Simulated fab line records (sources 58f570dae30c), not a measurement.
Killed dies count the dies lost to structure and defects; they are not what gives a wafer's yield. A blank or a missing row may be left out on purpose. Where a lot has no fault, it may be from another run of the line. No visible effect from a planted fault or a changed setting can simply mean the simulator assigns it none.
Which tool did it? + flow berkeley-cmos170 + 21 wafers from 7 lots sampled at 2 of the route's 331 steps

## WHAT EACH GAUGE READ, for each wafer
UCB170_PLDD_TW_MEAS_11.
| lot  | measured     | on            | PLDD_TW        |
|------|--------------|---------------|----------------|
| L909 | day 8 02:12  | film-metro-01 | 1027 1024 1027 |
| L911 | day 8 12:03  | film-metro-01 | 1029 1019 1026 |
| L914 | day 9 12:05  | film-metro-03 | 1010 1010 1014 |
| L913 | day 9 13:10  | film-metro-01 | 1020 1020 1019 |
| L919 | day 10 03:54 | film-metro-02 | 1143 1141 1147 |
| L927 | day 11 06:34 | film-metro-01 | 1024 1021 1029 |
| L930 | day 12 06:44 | film-metro-03 | 1017 1013 1019 |

## WHICH TOOL RAN EACH LOT (tool, then ch and the chambers of the sampled wafers, then the start)
| lot  | UCB170_PLDD_IMPLANT_08          |
|------|---------------------------------|
| L909 | implanter-03 ch 0, day 8 01:48  |
| L911 | implanter-03 ch 0, day 8 11:41  |
| L914 | implanter-03 ch 0, day 9 11:41  |
| L913 | implanter-03 ch 0, day 9 12:48  |
| L919 | implanter-02 ch 0, day 10 03:11 |
| L927 | implanter-03 ch 0, day 11 06:10 |
| L930 | implanter-03 ch 0, day 12 06:21 |
- UCB170_PLDD_IMPLANT_08

## THE ANSWER, worked out from the rows above alone
Rule: the usual values come from the lots themselves. The widest of any qualifying gaps counts: lots, ordered by their means at a reading, are off when they make up no more than a third of the lots, leave a main group of 4 or more, and stand apart from it by 3 or more times the standard deviation of that group's means. A main group is skipped when, at the precision printed for the reading in the tables above, its means are all equal. Also off: a lot with no number at a reading for which 4 or more lots have one. All remaining lots with rows at the step are treated as sound.
Off: at UCB170_PLDD_TW_MEAS_11 (PLDD_TW), L919. The main group: mean 1020, standard deviation 5.3.
A tool fits if, at a process step before that reading, it ran every lot that is off, and no sound lot after the first of them. The gauges at UCB170_PLDD_TW_MEAS_11 are tried like those tools. Can't be told from this: 2 tools fit, implanter-02 at UCB170_PLDD_IMPLANT_08, film-metro-02 at UCB170_PLDD_TW_MEAS_11.

## WHAT THE SIMULATOR HAD INSERTED
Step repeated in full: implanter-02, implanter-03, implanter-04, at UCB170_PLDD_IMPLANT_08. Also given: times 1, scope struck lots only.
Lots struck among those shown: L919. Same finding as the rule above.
